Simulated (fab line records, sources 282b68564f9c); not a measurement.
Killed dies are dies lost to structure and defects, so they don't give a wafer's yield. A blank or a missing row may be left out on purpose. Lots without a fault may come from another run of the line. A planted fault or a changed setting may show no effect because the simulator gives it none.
fab line records | flow rit_cmos
record lots=6 wafers=18 last_day=6
route steps=202 shown GATE@75 FOX2@80 M1@202
lots that met no fault: from a run of the same line without faults
start_h: hours from the record's first day to the start of the lot's first wafer shown | wait_h: hours since the lot's step before | " the same as in the row above | L1.1+2: a row that stands for several wafers | - no value, or no start given | * or withheld: withheld | < > ~ a bound
route shown NAME@n: a module of which the file shows steps, and the number in the route of the first | usual: mean/standard deviation of fault-free wafers | same: alike in all rows | chamber/n: place in a boat | sites: the reading at each site | _std_site: their standard deviation | _edge_site: outer sites' mean less inner sites' | radius_mm: how far each site lies from the wafer's centre | mask NAME#n: copy n | behind: the tool/chamber that last shaped the wafer | hold: why the lot was held/for how many hours/how that ended | device: the transistor (n, p or np) that didn't switch | end of line: the same wafers' tests at the end of the route | a step without rows: its recipe alone | killed: dies lost to structure and defects at the first sort, not the wafer's yield | map: a wafer's dies, x killed, . not, _ none there
set.NAME: the setting as run; set.NAME@STEP: as run at that earlier step | model.NAME: the simulator's own value behind a step, which no gauge read
lots at some steps of the route; a table a step, a row a wafer
services: from which hour (start_h, from the record's first day; less than 0 if before it) a tool's chamber was out of use, for how many hours, and why
## steps
# step RIT_GATE_WET_ETCH_00
# recipe chemistry=BOE target=SiO2 target_depth_nm=56 time_s=60 dry=n2_spin dilution=10:1 temp_c=21.5
# step RIT_GATE_CLEAN_01
# recipe chemistry=SC1 mix=3:3:50 time_s=600 temp_c=75
# step RIT_GATE_CLEAN_02
# recipe chemistry=dHF dilution=50:1 time_s=30
# step RIT_GATE_CLEAN_03
# recipe chemistry=SC2 mix=3:3:50 time_s=600 temp_c=75 dry=n2_spin
# step RIT_GATE_CLEAN_04
# recipe chemistry=dHF dilution=50:1 time_s=60 dry=n2_spin
# step RIT_FOX2_THK_MEAS_91
# recipe reads=SiO2_of_FOX2_OXIDATION_00
# usual FIELD_OXIDE_LEFT_2_THK=255/7.3
# columns lot.wafer tool chamber start_h wait_h FIELD_OXIDE_LEFT_2_THK[nm]
L659.3 film_metro-01 - 34.74 0.0 257
L659.5 " - " " 254
L659.6 " - " " 248
L665.1 film_metro-03 - 64.67 0.0 242
L665.2 " - " " 246
L665.3 " - " " 245
L673.2 film_metro-02 - 104.80 0.0 251
L673.4 " - " " 249
L673.5 " - " " 248
L674.1 film_metro-01 - 107.27 0.0 250
L674.5 " - " " 251
L674.6 " - " " 244
L675.1 film_metro-02 - 113.80 0.0 239
L675.2 " - " " 241
L675.4 " - " " 234
L677.1 film_metro-02 - 124.60 0.0 259
L677.3 " - " " 262
L677.4 " - " " 260
# step RIT_GATE_OXIDATION_05
# recipe temp_c=900 ambient=O2 target_thk_a=30 ox_time_s=270
# step RIT_GATE_ANNEAL_06
# recipe temp_c=900 time_s=600 ambient=N2O
# step RIT_GATE_THK_MEAS_07
# recipe reads=SiO2_of_GATE_OXIDATION_05
# usual GATE_OXIDE_THK=3.02/0.07
# columns lot.wafer tool chamber start_h wait_h GATE_OXIDE_THK[nm]
L659.3 film_metro-03 - 37.28 0.0 3.05
L659.5 " - " " 3.06
L659.6 " - " " 3.07
L665.1 film_metro-01 - 66.05 0.0 2.96
L665.2 " - " " 2.99
L665.3 " - " " 3.02
L673.2 film_metro-02 - 108.19 0.0 3.06
L673.4 " - " " 3.04
L673.5 " - " " 3.06
L674.1 film_metro-03 - 109.80 0.0 3.09
L674.5 " - " " 3.09
L674.6 " - " " 3.07
L675.1 film_metro-02 - 117.30 0.0 2.98
L675.2 " - " " 3.02
L675.4 " - " " 2.98
L677.1 film_metro-03 - 127.94 0.0 2.96
L677.3 " - " " 2.95
L677.4 " - " " 2.97
# step RIT_GATE_CVD_08
# recipe material=poly-Si target_thk_nm=250 temp_c=610 precursor=SiH4 time_s=2220 pressure_mtorr=300 sih4_flow_sccm=100
# step RIT_GATE_THK_MEAS_09
# recipe reads=poly-Si_of_GATE_CVD_08
# usual GATE_POLY_THK=249.4/2.6
# columns lot.wafer tool chamber start_h wait_h GATE_POLY_THK[nm]
L659.3 film_metro-01 - 38.95 0.0 246.7
L659.5 " - " " 244.1
L659.6 " - " " 245.0
L665.1 film_metro-02 - 67.73 0.0 250.7
L665.2 " - " " 249.4
L665.3 " - " " 249.7
L673.2 film_metro-01 - 109.87 0.0 253.0
L673.4 " - " " 254.8
L673.5 " - " " 255.2
L674.1 film_metro-03 - 111.48 0.0 247.6
L674.5 " - " " 248.2
L674.6 " - " " 249.0
L675.1 film_metro-01 - 118.98 0.0 248.6
L675.2 " - " " 249.9
L675.4 " - " " 249.6
L677.1 film_metro-02 - 129.62 0.0 254.1
L677.3 " - " " 254.2
L677.4 " - " " 254.8
# step RIT_GATE_HMDS_10
# recipe prime_time_s=60 prime_temp_c=140
# step RIT_GATE_COAT_11
# recipe resist=NOVOLAK spin_rpm=4250 resist_thk_nm=850
# columns lot.wafer tool chamber start_h wait_h model.NOVOLAK_of_GATE_COAT_11.thk_nm
L659.3 litho_track-04 0 39.19 0.1 849.8
L659.5 " 0 " " 851.1
L659.6 " 0 " " 851.7
L665.1 litho_track-02 0 67.94 0.1 849.5
L665.2 " 0 " " 846.9
L665.3 " 0 " " 849.7
L673.2 litho_track-04 0 110.09 0.1 467.2
L673.4 " 0 " " 466.6
L673.5 " 0 " " 466.9
L674.1 litho_track-04 0 111.69 0.1 466.8
L674.5 " 0 " " 466.4
L674.6 " 0 " " 467
L675.1 litho_track-02 0 119.19 0.1 851.3
L675.2 " 0 " " 848.4
L675.4 " 0 " " 851.5
L677.1 litho_track-02 0 129.83 0.1 851.5
L677.3 " 0 " " 848.8
L677.4 " 0 " " 850.3
# step RIT_GATE_SOFTBAKE_12
# recipe resist=NOVOLAK temp_c=90 time_s=60
# step RIT_GATE_EXPOSE_13
# recipe mask_id=M6 na=0.6 source_shape=conventional sigma_outer=0.6 target_cd_nm=150 dose_mj=380
# step RIT_GATE_PEB_14
# recipe resist=NOVOLAK temp_c=withheld time_s=withheld
# step RIT_GATE_DEVELOP_15
# recipe resist=NOVOLAK develop_time_s=50 dev_temp_c=23
# step RIT_GATE_CD_MEAS_16
# recipe target_cd_nm=150
# usual cd_nm=150.7/2.5
# columns lot.wafer tool chamber start_h wait_h cd_nm
L659.3 cd_sem-01 - 39.97 - 146.9
L659.5 " - " " 148.1
L659.6 " - " " 148.5
L665.1 cd_sem-01 - 68.76 - 150.0
L665.2 " - " " 147.7
L665.3 " - " " 151.2
L673.2 cd_sem-02 - 110.79 - 59.6
L673.4 " - " " 59.8
L673.5 " - " " 57.5
L674.1 cd_sem-02 - 112.56 - 60.7
L674.5 " - " " 61.2
L674.6 " - " " 62.3
L675.1 cd_sem-02 - 120.08 - 151.0
L675.2 " - " " 151.4
L675.4 " - " " 149.5
L677.1 cd_sem-02 - 130.66 - 148.6
L677.3 " - " " 150.8
L677.4 " - " " 150.9
# step RIT_GATE_OVL_MEAS_17
# usual GATE_OVL=0.1/1.5
# columns lot.wafer tool chamber start_h wait_h GATE_OVL[nm]
L659.3 overlay-01 - 40.06 0.1 2.0
L659.5 " - " " 1.1
L659.6 " - " " 1.9
L665.1 overlay-01 - 68.88 0.1 -1.4
L665.2 " - " " -1.4
L665.3 " - " " -0.2
L673.2 overlay-02 - 110.89 0.1 -0.7
L673.4 " - " " -0.2
L673.5 " - " " -0.6
L674.1 overlay-02 - 112.68 0.1 -1.7
L674.5 " - " " -0.2
L674.6 " - " " -2.6
L675.1 overlay-02 - 120.20 0.1 1.8
L675.2 " - " " 1.8
L675.4 " - " " 0.7
L677.1 overlay-02 - 130.78 0.1 0.9
L677.3 " - " " 0.0
L677.4 " - " " 0.0
# step RIT_GATE_HARDBAKE_18
# recipe resist=NOVOLAK temp_c=140 time_s=60
# step RIT_GATE_ETCH_19
# recipe chemistry=SF6/CHF3/O2 time_s=165 SF6_flow_sccm=30 CHF3_flow_sccm=30 O2_flow_sccm=5 target=poly-Si pressure_mtorr=40 rf_w=160 target_depth_a=3125 over_etch_frac=0.25 stop_on=SiO2
# usual drypump_motor_current_A=5.6/0.4 oes_product_au=0.859/0.014 throttle_valve_pct=10.25/0.11
# columns lot.wafer tool chamber start_h wait_h drypump_motor_current_A oes_product_au rf_hours_counter_h throttle_valve_pct model.NOVOLAK_of_GATE_COAT_11.thk_nm model.GATE.cd_nm
L659.3 rie_si-01 0 40.23 0.1 6.1 0.828 82 10.29 668.3 147.1
L659.5 " 0 " " 6.2 0.827 - 10.28 670 148.5
L659.6 " 1 " " 5.5 0.837 - 10.11 671.4 148.6
L665.1 rie_si-01 3 69.07 0.1 5.8 0.863 132 10.42 673.4 150.1
L665.2 " 2 " " 5.8 0.841 1 10.34 671 148.1
L665.3 " 0 " " 6.1 0.845 82 10.31 670.2 150.8
L673.2 rie_si-01 3 111.07 0.1 5.8 0.881 132 10.40 338.1 59.38
L673.4 " 1 " " 5.5 0.862 0 10.11 335.3 59.7
L673.5 " 3 " " 5.8 0.882 - 10.40 337.8 57.51
L674.1 rie_si-02 3 112.87 0.1 5.0 0.869 2 10.18 331.6 60.43
L674.5 " 0 " " 6.2 0.864 - 10.05 332.5 60.84
L674.6 " 1 " " 5.3 0.861 - 10.23 338.8 62.29
L675.1 rie_si-01 3 120.39 0.1 5.8 0.866 132 10.41 675.1 151.1
L675.2 " 0 " " 6.1 0.848 82 10.28 668.5 151.6
L675.4 " 2 " " 5.8 0.842 2 10.35 674.5 149.6
L677.1 rie_si-01 3 130.96 0.1 5.8 0.883 133 10.40 674.4 148.9
L677.3 " 1 " " 5.5 0.852 0 10.10 670.4 150.6
L677.4 " 0 " " 6.1 0.849 83 10.30 670.7 151
# step RIT_GATE_STRIP_20
# recipe chemistry=O2 time_s=180 resist=NOVOLAK platen_temp_c=withheld power_w=500 pressure_mtorr=4000 o2_flow_sccm=4000
# usual drypump_motor_current_A=5.8/0.45
# columns lot.wafer tool chamber start_h wait_h drypump_motor_current_A rf_hours_counter_h
L659.3 plasma_asher-04 0 40.40 0.1 6.2 -
L659.5 " 1 " " 5.5 -
L659.6 " 0 " " 6.2 -
L665.1 plasma_asher-04 1 69.18 0.1 5.5 41
L665.2 " 0 " " 6.2 41
L665.3 " 0 " " 6.2 -
L673.2 plasma_asher-01 1 111.18 0.1 6.3 48
L673.4 " 1 " " 6.3 -
L673.5 " 0 " " 5.0 -
L674.1 plasma_asher-01 0 112.98 0.1 5.1 48
L674.5 " 1 " " 6.3 -
L674.6 " 0 " " 5.0 -
L675.1 plasma_asher-01 0 120.50 0.1 5.0 50
L675.2 " 1 " " 6.3 50
L675.4 " 1 " " 6.2 -
L677.1 plasma_asher-04 0 131.07 0.1 6.2 1
L677.3 " 0 " " 6.2 -
L677.4 " 1 " " 5.5 -
# step RIT_M1_PROBE_99
# usual killed_at_contacts=0.1/0.24 killed_at_front_end=7/3.2 killed_dies=7/3.2 killed_on_rim=1.9/1.4 killed_open=3.6/2.1 killed_short=3.5/2
# same gross_dies=264 killed_at_M0_to_M3=0 killed_at_M4_up=0 killed_at_back_side=0 killed_at_other=0
# columns lot.wafer tool chamber start_h wait_h killed_at_contacts killed_at_front_end killed_dies killed_on_rim killed_open killed_short
L659.3 prober-02 - 62.06 0.2 0 2 2 1 2 0
L659.5 prober-02 - 62.16 0.2 0 8 8 0 5 3
L659.6 prober-02 - 62.21 0.2 0 7 7 2 4 3
L673.2 prober-02 - 131.83 0.1 0 264 264 70 7 7
L673.4 prober-02 - 131.93 0.2 0 264 264 70 6 1
L673.5 prober-02 - 131.98 0.2 0 264 264 70 2 6
L674.1 prober-01 - 133.79 0.1 0 264 264 70 3 6
L674.5 prober-01 - 133.99 0.2 0 264 264 70 9 4
L674.6 prober-01 - 134.04 0.2 0 264 264 70 6 9
# killed by level:class
L659.3 FOX1:geometric_particle:open=1 GATE:geometric_particle:open=1
L659.5 GATE:geometric_particle:open=2 GATE:geometric_particle:short=2 REOX:geometric_particle:open=2 REOX:geometric_particle:short=1 SPACER:geometric_particle:open=1
L659.6 FOX1:geometric_particle:open=2 GATE:geometric_particle:short=2 GATE:geometric_particle:open=1 SPACER:geometric_particle:open=1 SILICIDE:geometric_particle:short=1
L673.2 GATE:area_expose=250 GATE:geometric_particle:short=5 GATE:geometric_particle:open=3 REOX:geometric_particle:open=2 ACTIVE:geometric_particle:short=1 FOX2:geometric_particle:open=1 REOX:geometric_particle:short=1 SILICIDE:geometric_particle:open=1
L673.4 GATE:area_expose=257 GATE:geometric_particle:open=2 SPACER:geometric_particle:open=2 FOX1:geometric_particle:open=1 REOX:geometric_particle:open=1 SPACER:geometric_particle:short=1
L673.5 GATE:area_expose=256 GATE:geometric_particle:short=4 FOX1:geometric_particle:open=1 FOX2:geometric_particle:short=1 GATE:geometric_particle:open=1 SPACER:geometric_particle:short=1
L674.1 GATE:area_expose=255 GATE:geometric_particle:short=3 GATE:geometric_particle:open=2 SPACER:geometric_particle:short=2 FOX2:geometric_particle:short=1 SPACER:geometric_particle:open=1
L674.5 GATE:area_expose=251 FOX2:geometric_particle:open=4 GATE:geometric_particle:open=4 GATE:geometric_particle:short=3 FOX1:geometric_particle:short=1 SILICIDE:geometric_particle:open=1
L674.6 GATE:area_expose=249 GATE:geometric_particle:open=6 SILICIDE:geometric_particle:short=3 FOX2:geometric_particle:short=2 GATE:geometric_particle:short=2 FOX1:geometric_particle:short=1 REOX:geometric_particle:short=1
# map L673.2 (x killed, . not)
________xxxxxxx_______
_____xxxxxxxxxxxxx____
____xxxxxxxxxxxxxxx___
___xxxxxxxxxxxxxxxxx__
__xxxxxxxxxxxxxxxxxxx_
__xxxxxxxxxxxxxxxxxxx_
_xxxxxxxxxxxxxxxxxxxxx
_xxxxxxxxxxxxxxxxxxxxx
_xxxxxxxxxxxxxxxxxxxxx
_xxxxxxxxxxxxxxxxxxxxx
__xxxxxxxxxxxxxxxxxxx_
__xxxxxxxxxxxxxxxxxxx_
___xxxxxxxxxxxxxxxxx__
____xxxxxxxxxxxxxxx___
_____xxxxxxxxxxxxx____
________xxxxxxx_______
# map L674.1 (x killed, . not)
________xxxxxxx_______
_____xxxxxxxxxxxxx____
____xxxxxxxxxxxxxxx___
___xxxxxxxxxxxxxxxxx__
__xxxxxxxxxxxxxxxxxxx_
__xxxxxxxxxxxxxxxxxxx_
_xxxxxxxxxxxxxxxxxxxxx
_xxxxxxxxxxxxxxxxxxxxx
_xxxxxxxxxxxxxxxxxxxxx
_xxxxxxxxxxxxxxxxxxxxx
__xxxxxxxxxxxxxxxxxxx_
__xxxxxxxxxxxxxxxxxxx_
___xxxxxxxxxxxxxxxxx__
____xxxxxxxxxxxxxxx___
_____xxxxxxxxxxxxx____
________xxxxxxx_______
## services
# columns tool chamber start_h hours kind
rie_si-02 0 16.03 3.3 repair
rie_si-02 3 63.02 0.9 repair
rie_si-01 1 68.24 - clean
rie_si-01 1 68.24 23.4 scheduled_down
rie_si-01 1 68.24 23.4 vent_cycle
rie_si-02 0 92.27 17.3 repair
rie_si-02 3 100.43 4.9 repair
plasma_asher-04 - 108.75 9.0 pm
plasma_asher-04 0 108.75 9.0 vent_cycle
plasma_asher-04 1 108.75 9.0 vent_cycle
plasma_asher-04 0 117.75 - clean
plasma_asher-04 1 117.75 - clean
rie_si-01 2 122.60 3.7 repair
## key
first_sign step=RIT_GATE_CD_MEAS_16 reading=cd_nm direction=down sigmas=36 usual=150.7 struck=60.2
effect step=RIT_M1_PROBE_99 reading=killed_at_front_end direction=up sigmas=80 usual=7 struck=264
model_effect step=RIT_GATE_COAT_11 value=NOVOLAK_of_GATE_COAT_11.thk_nm without=848.7 struck=466.8
model_effect step=RIT_GATE_ETCH_19 value=NOVOLAK_of_GATE_COAT_11.thk_nm without=670.4 struck=335.7
more_kills_born_at RIT_GATE_EXPOSE_13@iline_stepper-02=763 RIT_GATE_EXPOSE_13@iline_stepper-01=755
met_at RIT_GATE_COAT_11
struck_wafers L673.2,L673.4,L673.5,L674.1,L674.5,L674.6
later_rows_left_out L673.2,L673.4,L673.5,L674.1,L674.5,L674.6
tester_left_out L673,L674
onset_between 39.19 110.09
fault kind=process_parameter_drift tool=litho_track-04 chamber=- onset_h=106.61 steps=RIT_GATE_COAT_11 channel=resist_thk_nm offset=-382.5 shape=step end_h=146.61 acts_in=these_recipes_only stated=850
# tester_left_out: of these lots the tester's yield and bins aren't shown, on N5 and GAA mostly nor the transistor test; their killed dies are dies lost to structure and defects alone, not to doping, threshold or leakage, so they don't give the yield
# later_rows_left_out: the simulator's readings of these wafers behind a module that went badly wrong aren't trusted and aren't shown, but for the sort
